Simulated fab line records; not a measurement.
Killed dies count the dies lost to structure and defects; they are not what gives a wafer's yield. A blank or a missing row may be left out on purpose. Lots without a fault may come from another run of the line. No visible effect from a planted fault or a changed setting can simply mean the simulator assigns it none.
fab line records	flow berkeleyCmos170
record lots=15	wafers=45	lastDay=12
route steps=331 shown NWELL@18 PSD@182 NSD@196 V1@270
lots that met no fault: from a run of the same line without faults
startH: the number of hours between the record's first day and the start of the first shown wafer of the lot	waitH: hours elapsed since this lot's preceding step	" repeats the value in the row above	L1.1+2: one row covering several wafers at once	- no value, or no start given	* or withheld: withheld	< > ~ a bound
route shown NAME@n: a module of which the file shows steps, and the number in the route of the first	usual: average and standard deviation across the fault-free wafers	same: alike in all rows	chamber/n: place in a boat	sites: the reading at each site	_std_site: the standard deviation of these	_edge_site: inner sites' mean taken away from outer sites' mean	radiusMm: for every site, how far away it sits from the centre of the wafer	mask NAME#n: copy n	behind: tool/chamber where the wafer was last shaped	hold: reason for holding the lot/hours on hold/outcome of the hold	device: transistor that didn't switch, given as n, p or np	end of line: tests of these same wafers at the route's end	where a step has no rows: the recipe by itself	killed: dies lost to structure and defects at the first sort, not the wafer's yield	map: shows each die of a wafer: x if killed, . if not, _ if none is there
set.NAME: the setting as run; set.NAME@STEP: as run at that earlier step	model.NAME: the simulator's own value behind a step, which no gauge read
steps of the route over a sample of lots; a table a step, a row a wafer
services: a tool's chamber out of use, with start hour (startH, from the record's first day; less than 0 if before it), hours out, and reason
## steps
# step UCB170_NWELL_CVD_04
# recipe material=Si3N4	targetThkNm=224	tempC=800	precursor=SiH2Cl2/NH3	timeS=3360	pressureMtorr=200	sih2cl2FlowSccm=25	nh3FlowSccm=75
# usual spikeTcLoadC=824.9/2.4	spikeTcSourceC=822/4.8	susceptorTempC=800.0/0.33
lot.wafer	tool	chamber	startH	waitH	spikeTcLoadC	spikeTcSourceC	susceptorTempC
L985.2	lpcvd-01	1	37.04	0.0	824.0	820	799.8
L985.3	"	1	"	"	824.9	821	800.6
L985.6	"	1	"	"	824.5	821	800.4
L986.1	lpcvd-01	0	37.04	0.0	821.1	817	799.5
L986.2	"	0	"	"	822.9	815	799.9
L986.6	"	0	"	"	822.8	818	799.7
L987.2	lpcvd-01	0	37.04	0.0	823.0	816	800.5
L987.3	"	0	"	"	822.9	817	800.1
L987.5	"	0	"	"	822.1	817	799.6
L989.1	lpcvd-02	1	47.55	0.7	825.5	827	800.2
L989.5	"	1	"	"	827.6	828	800.1
L989.6	"	1	"	"	825.8	826	800.1
L990.3	lpcvd-02	1	52.70	0.3	826.9	828	800.2
L990.4	"	1	"	"	828.3	827	799.9
L990.5	"	1	"	"	827.8	826	800.3
L995.2	lpcvd-02	1	76.12	0.0	827.3	825	800.0
L995.3	"	1	"	"	827.7	826	799.7
L995.4	"	1	"	"	825.2	828	800.5
L997.1	lpcvd-02	1	88.75	0.1	827.4	826	799.9
L997.2	"	1	"	"	828.2	826	799.8
L997.3	"	1	"	"	826.2	826	800.1
L998.2	lpcvd-02	1	88.75	0.1	827.6	826	799.8
L998.3	"	1	"	"	826.0	827	799.7
L998.4	"	1	"	"	826.7	826	799.9
L100.1	lpcvd-01	0	102.14	0.0	823.7	816	799.3
L100.4	"	0	"	"	824.4	818	799.7
L100.6	"	0	"	"	820.9	816	799.8
L101.1	lpcvd-01	0	102.14	0.0	821.4	816	800.4
L101.2	"	0	"	"	823.8	816	799.9
L101.3	"	0	"	"	821.2	817	800.1
L104.2	lpcvd-01	0	128.03	0.0	821.9	815	799.8
L104.4	"	0	"	"	824.1	817	799.5
L104.5	"	0	"	"	822.4	816	799.8
L105.1	lpcvd-01	0	128.03	0.0	821.5	815	799.9
L105.4	"	0	"	"	821.8	817	799.8
L105.6	"	0	"	"	822.7	817	799.9
L106.4	lpcvd-01	0	140.49	0.0	822.3	817	800.3
L106.5	"	0	"	"	822.4	817	800.4
L106.6	"	0	"	"	821.3	817	800.4
L107.2	lpcvd-01	0	140.49	0.0	821.1	817	800.3
L107.4	"	0	"	"	822.6	817	800.1
L107.5	"	0	"	"	822.2	817	799.5
L108.1	lpcvd-01	1	150.03	0.0	824.3	820	800.1
L108.2	"	1	"	"	823.6	821	800.0
L108.6	"	1	"	"	824.0	822	800.1
# step UCB170_NWELL_THK_MEAS_05
# recipe reads=Si3N4_of_NWELL_CVD_04
# usual NWELL_NITRIDE_THK=225.7/2.1
lot.wafer	tool	chamber	startH	waitH	NWELL_NITRIDE_THK[nm]
L986.1	filmMetro-02	-	38.97	0.0	226.9
L986.2	"	-	"	"	230.0
L986.6	"	-	"	"	228.6
L985.2	filmMetro-01	-	38.98	0.0	225.3
L985.3	"	-	"	"	225.6
L985.6	"	-	"	"	226.3
L987.2	filmMetro-03	-	38.98	0.0	223.2
L987.3	"	-	"	"	222.8
L987.5	"	-	"	"	222.7
L989.1	filmMetro-03	-	49.49	0.0	225.7
L989.5	"	-	"	"	226.1
L989.6	"	-	"	"	223.8
L990.3	filmMetro-02	-	54.65	0.0	228.0
L990.4	"	-	"	"	226.1
L990.5	"	-	"	"	228.0
L995.2	filmMetro-01	-	78.06	0.0	407.3
L995.3	"	-	"	"	406.5
L995.4	"	-	"	"	407.9
L997.1	filmMetro-01	-	90.68	0.0	405.9
L997.2	"	-	"	"	406.2
L997.3	"	-	"	"	408.1
L998.2	filmMetro-03	-	90.69	0.0	406.3
L998.3	"	-	"	"	406.4
L998.4	"	-	"	"	405.8
L100.1	filmMetro-01	-	104.08	0.0	225.5
L100.4	"	-	"	"	224.6
L100.6	"	-	"	"	225.7
L101.1	filmMetro-01	-	104.14	0.1	225.9
L101.2	"	-	"	"	226.1
L101.3	"	-	"	"	226.9
L105.1	filmMetro-02	-	129.96	0.0	223.9
L105.4	"	-	"	"	223.9
L105.6	"	-	"	"	222.6
L104.2	filmMetro-03	-	129.97	0.0	224.6
L104.4	"	-	"	"	227.2
L104.5	"	-	"	"	228.5
L107.2	filmMetro-01	-	142.44	0.0	221.1
L107.4	"	-	"	"	223.7
L107.5	"	-	"	"	222.6
L106.4	filmMetro-03	-	142.46	0.0	223.1
L106.5	"	-	"	"	222.9
L106.6	"	-	"	"	222.6
L108.1	filmMetro-03	-	151.96	0.0	224.8
L108.2	"	-	"	"	225.4
L108.6	"	-	"	"	225.5
# step UCB170_NWELL_ETCH_13
# recipe chemistry=CH3F/Ar/O2	target=Si3N4	stopOn=SiO2	CH3F_flow_sccm=20	Ar_flow_sccm=50	O2_flow_sccm=7	pressureMtorr=50	rfW=450	targetDepthA=2464	overEtchFrac=0.1	timeS=154
# usual drypumpMotorCurrentA=5.8/0.34	oesProductAu=0.951/0.014	throttleValvePct=8.06/0.13
lot.wafer	tool	chamber	startH	waitH	drypumpMotorCurrentA	oesProductAu	rfHoursCounterH	throttleValvePct
L987.2	rieDiel-03	3	39.98	0.0	5.3	0.973	12	8.00
L987.3	"	2	"	"	5.5	0.936	4	7.92
L987.5	"	3	"	"	5.3	0.960	-	7.99
L986.1	rieDiel-01	1	40.55	0.0	5.7	0.939	2	7.99
L986.2	"	3	"	"	5.6	0.967	85	7.99
L986.6	"	2	"	"	5.7	0.933	-	8.07
L985.2	rieDiel-04	2	40.83	0.0	6.3	0.948	33	8.04
L985.3	"	1	"	"	5.9	0.957	92	8.03
L985.6	"	1	"	"	5.9	0.967	-	8.02
L989.1	rieDiel-01	1	51.05	0.0	5.7	0.934	2	8.01
L989.5	"	1	"	"	5.7	0.936	-	8.01
L989.6	"	3	"	"	5.6	0.946	-	7.96
L990.3	rieDiel-04	0	55.57	0.0	5.5	0.945	14	7.92
L990.4	"	3	"	"	5.8	0.963	162	8.29
L990.5	"	1	"	"	6.0	0.971	-	8.02
L995.2	rieDiel-01	1	79.17	0.0	5.7	1.005	4	8.00
L995.3	"	3	"	"	5.6	1.027	87	7.99
L995.4	"	2	"	"	5.7	0.994	94	8.09
L998.2	rieDiel-04	1	91.62	0.0	5.9	1.026	94	8.03
L998.3	"	0	"	"	5.5	0.993	17	7.93
L998.4	"	2	"	"	6.4	1.000	-	8.08
L997.1	rieDiel-03	3	91.89	0.0	5.3	1.026	14	8.00
L997.2	"	1	"	"	6.3	1.033	53	8.24
L997.3	"	2	"	"	5.5	1.011	6	7.93
L100.1	rieDiel-03	1	105.29	0.0	6.3	0.963	54	8.25
L100.4	"	0	"	"	5.8	0.931	2	8.32
L100.6	"	0	"	"	5.8	0.936	-	8.32
L101.1	rieDiel-01	2	105.57	0.0	5.7	0.937	95	8.07
L101.2	"	1	"	"	5.7	0.941	5	8.00
L101.3	"	0	"	"	6.0	0.959	158	8.04
L104.2	rieDiel-01	1	131.59	0.0	5.7	0.935	6	7.99
L104.4	"	2	"	"	5.7	0.940	96	8.06
L104.5	"	2	"	"	5.7	0.932	-	8.05
L105.1	rieDiel-04	0	131.86	0.0	5.5	0.941	19	7.94
L105.4	"	3	"	"	5.8	0.948	1	8.28
L105.6	"	3	"	"	5.8	0.929	-	8.27
L107.2	rieDiel-04	0	143.70	0.0	5.6	0.939	19	7.93
L107.4	"	1	"	"	6.0	0.957	97	8.02
L107.5	"	0	"	"	5.5	0.943	-	7.91
L106.4	rieDiel-01	1	143.80	0.1	5.7	0.920	-	8.00
L106.5	"	3	"	"	5.6	0.953	-	7.97
L106.6	"	2	"	"	5.7	0.921	-	8.06
L108.1	rieDiel-04	0	154.63	0.0	5.5	0.950	20	7.93
L108.2	"	1	"	"	6.0	0.964	97	8.00
L108.6	"	2	"	"	6.4	0.938	-	8.07
# step UCB170_PSD_OVL_MEAS_07
# usual PSD_OVL=1/5.1
lot.wafer	tool	chamber	startH	waitH	PSD_OVL[nm]
L987.2	overlay-01	-	139.60	0.1	-7
L987.3	"	-	"	"	-3
L987.5	"	-	"	"	-4
L986.1	overlay-01	-	139.83	0.1	6
L986.2	"	-	"	"	1
L986.6	"	-	"	"	7
L985.2	overlay-01	-	140.03	0.1	1
L985.3	"	-	"	"	-1
L985.6	"	-	"	"	1
L989.1	overlay-02	-	153.97	0.1	3
L989.5	"	-	"	"	-6
L989.6	"	-	"	"	-1
L990.3	overlay-01	-	154.26	0.1	7
L990.4	"	-	"	"	6
L990.5	"	-	"	"	2
L101.1	overlay-01	-	207.19	0.1	2
L101.2	"	-	"	"	2
L101.3	"	-	"	"	2
L100.1	overlay-01	-	208.30	0.1	-1
L100.4	"	-	"	"	1
L100.6	"	-	"	"	-8
L105.1	overlay-02	-	228.14	0.1	8
L105.4	"	-	"	"	-3
L105.6	"	-	"	"	4
L106.4	overlay-01	-	250.34	0.1	1
L106.5	"	-	"	"	2
L106.6	"	-	"	"	4
L104.2	overlay-02	-	250.45	0.1	-8
L104.4	"	-	"	"	-1
L104.5	"	-	"	"	1
L107.2	overlay-01	-	250.56	0.1	5
L107.4	"	-	"	"	5
L107.5	"	-	"	"	13
L108.1	overlay-01	-	256.05	0.1	-4
L108.2	"	-	"	"	2
L108.6	"	-	"	"	-1
# step UCB170_NSD_STRIP_09
# recipe chemistry=O2	powerW=392.1	pressureMtorr=3500	platenTempC=withheld	o2FlowSccm=400	overashFraction=0.5
# usual drypumpMotorCurrentA=5.9/0.43	oesProductAu=0.531/0.0049	stripTimeToEndpointS=36.22/0.078
lot.wafer	tool	chamber	startH	waitH	drypumpMotorCurrentA	oesProductAu	rfHoursCounterH	stripTimeToEndpointS
L987.2	plasmaAsher-02	0	141.81	0.1	5.9	0.534	3	36.17
L987.3	"	0	"	"	5.9	0.533	-	36.19
L987.5	"	1	"	"	5.6	0.532	-	36.09
L986.1	plasmaAsher-04	0	141.93	0.1	6.6	0.532	44	36.30
L986.2	"	1	"	"	5.6	0.522	44	36.32
L986.6	"	1	"	"	5.6	0.536	-	36.44
L985.2	plasmaAsher-02	1	142.21	0.1	5.6	0.531	3	36.07
L985.3	"	1	"	"	5.6	0.534	-	36.06
L985.6	"	1	"	"	5.6	0.529	-	35.98
L989.1	plasmaAsher-04	0	155.74	0.1	6.6	0.523	46	36.29
L989.5	"	0	"	"	6.5	0.532	-	36.30
L989.6	"	1	"	"	5.5	0.531	-	36.25
L990.3	plasmaAsher-02	1	156.09	0.1	5.6	0.532	-	36.18
L990.4	"	0	"	"	5.9	0.520	-	36.18
L990.5	"	1	"	"	5.6	0.529	-	36.19
L101.1	plasmaAsher-01	0	209.94	0.1	5.5	0.528	51	36.10
L101.2	"	1	"	"	5.6	0.529	51	36.14
L101.3	"	0	"	"	5.5	0.536	-	36.21
L100.1	plasmaAsher-01	1	210.49	0.1	5.7	0.534	51	36.22
L100.4	"	0	"	"	5.5	0.526	-	36.25
L100.6	"	1	"	"	5.6	0.526	-	36.16
L105.1	plasmaAsher-02	1	231.09	0.1	5.6	0.534	12	36.26
L105.4	"	0	"	"	5.9	0.528	-	36.11
L105.6	"	1	"	"	5.6	0.538	-	36.15
L106.4	plasmaAsher-04	0	252.48	0.1	6.6	0.532	-	36.16
L106.5	"	1	"	"	5.6	0.533	-	36.21
L106.6	"	0	"	"	6.6	0.531	-	36.22
L107.2	plasmaAsher-01	1	252.72	0.1	5.6	0.532	56	36.26
L107.4	"	0	"	"	5.4	0.525	-	36.35
L107.5	"	0	"	"	5.5	0.537	-	36.31
L104.2	plasmaAsher-04	1	252.85	0.1	5.6	0.532	56	36.23
L104.4	"	1	"	"	5.5	0.530	-	36.27
L104.5	"	1	"	"	5.5	0.529	-	36.19
L108.1	plasmaAsher-04	0	257.86	0.1	6.6	0.544	56	36.19
L108.2	"	1	"	"	5.6	0.531	56	36.14
L108.6	"	1	"	"	5.6	0.526	-	36.23
# step UCB170_V1_CD_MEAS_90
# recipe targetCdNm=700
# usual cdNm=700.1/1.7
lot.wafer	tool	chamber	startH	waitH	cdNm
L986.1	cdSem-02	-	158.04	0.1	700.5
L986.2	"	-	"	"	698.9
L986.6	"	-	"	"	703.5
L987.2	cdSem-01	-	158.24	0.1	699.6
L987.3	"	-	"	"	697.0
L987.5	"	-	"	"	697.1
L985.2	cdSem-02	-	158.45	0.1	701.2
L985.3	"	-	"	"	702.4
L985.6	"	-	"	"	700.8
L989.1	cdSem-01	-	174.36	0.1	698.2
L989.5	"	-	"	"	698.9
L989.6	"	-	"	"	698.6
L990.3	cdSem-02	-	174.64	0.1	701.8
L990.4	"	-	"	"	702.2
L990.5	"	-	"	"	700.2
L100.1	cdSem-02	-	228.01	0.1	702.8
L100.4	"	-	"	"	701.9
L100.6	"	-	"	"	700.9
L101.1	cdSem-01	-	228.29	0.1	699.6
L101.2	"	-	"	"	698.9
L101.3	"	-	"	"	699.1
L105.1	cdSem-02	-	246.53	0.1	697.6
L105.4	"	-	"	"	699.1
L105.6	"	-	"	"	697.2
L106.4	cdSem-01	-	272.12	0.1	697.6
L106.5	"	-	"	"	697.6
L106.6	"	-	"	"	698.9
L107.2	cdSem-02	-	272.13	0.1	699.0
L107.4	"	-	"	"	700.2
L107.5	"	-	"	"	699.1
L108.1	cdSem-02	-	272.34	0.1	698.8
L108.2	"	-	"	"	702.2
L108.6	"	-	"	"	701.0
L104.2	cdSem-01	-	272.40	0.1	700.6
L104.4	"	-	"	"	700.2
L104.5	"	-	"	"	700.4
## services
tool	chamber	startH	hours	kind
plasmaAsher-04	-	26.43	5.1	repair
rieDiel-01	2	49.32	4.8	repair
rieDiel-01	-	63.52	3.0	repair
rieDiel-04	1	66.56	10.0	repair
rieDiel-01	1	72.87	2.2	repair
lpcvd-01	-	87.16	6.0	pm
rieDiel-04	3	90.95	1.9	repair
rieDiel-01	3	100.38	6.8	repair
rieDiel-04	3	106.42	-	clean
rieDiel-04	3	106.42	12.4	scheduledDown
rieDiel-04	3	106.42	12.4	ventCycle
rieDiel-01	1	108.05	2.9	repair
plasmaAsher-02	-	108.75	9.0	pm
plasmaAsher-01	-	126.05	2.8	pm
rieDiel-03	-	132.64	1.5	repair
rieDiel-01	0	134.72	-	clean
plasmaAsher-01	-	141.20	1.2	repair
rieDiel-03	3	178.51	3.9	repair
rieDiel-03	-	199.77	1.8	repair
rieDiel-03	3	216.75	13.6	repair
rieDiel-04	0	218.78	1.7	repair
lpcvd-01	-	227.25	2.8	pm
rieDiel-01	-	235.87	0.1	repair
rieDiel-04	0	246.34	4.7	repair
## key
firstSign step=UCB170_NWELL_THK_MEAS_05	reading=NWELL_NITRIDE_THK	direction=up	sigmas=84	usual=225.7	struck=406.7
effect step=UCB170_NWELL_ETCH_13	reading=oesProductAu	direction=up	sigmas=4.5	usual=0.951	struck=1.013
metAt UCB170_NWELL_CVD_04
struckLots L995,L997,L998
laterRowsLeftOut L995.2,L995.3,L995.4,L997.1,L997.2,L997.3,L998.2,L998.3,L998.4
sortLeftOut L995.2,L995.3,L995.4,L997.1,L997.2,L997.3,L998.2,L998.3,L998.4
testerLeftOut L995,L997,L998
notActingAt UCB170_PSD_OVL_MEAS_07,UCB170_NSD_STRIP_09,UCB170_V1_CD_MEAS_90
onsetBetween 52.70 76.12
fault kind=processParameterDrift	tool=lpcvd-02	chamber=-	onsetH=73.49	steps=UCB170_NWELL_CVD_04	channel=targetThkNm	offset=178.64	shape=step	endH=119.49	actsIn=theseRecipesOnly	stated=224
# testerLeftOut: of these lots the tester's yield and bins aren't shown, on N5 and GAA mostly nor the transistor test; their killed dies are dies lost to structure and defects alone, not to doping, threshold or leakage, so they don't give the yield
# sortLeftOut: the simulated sort isn't trusted on such a fault, so these wafers' sort isn't shown, and their yield isn't known
# laterRowsLeftOut: the simulator's readings of these wafers behind a module that went badly wrong aren't trusted and aren't shown, but for the sort
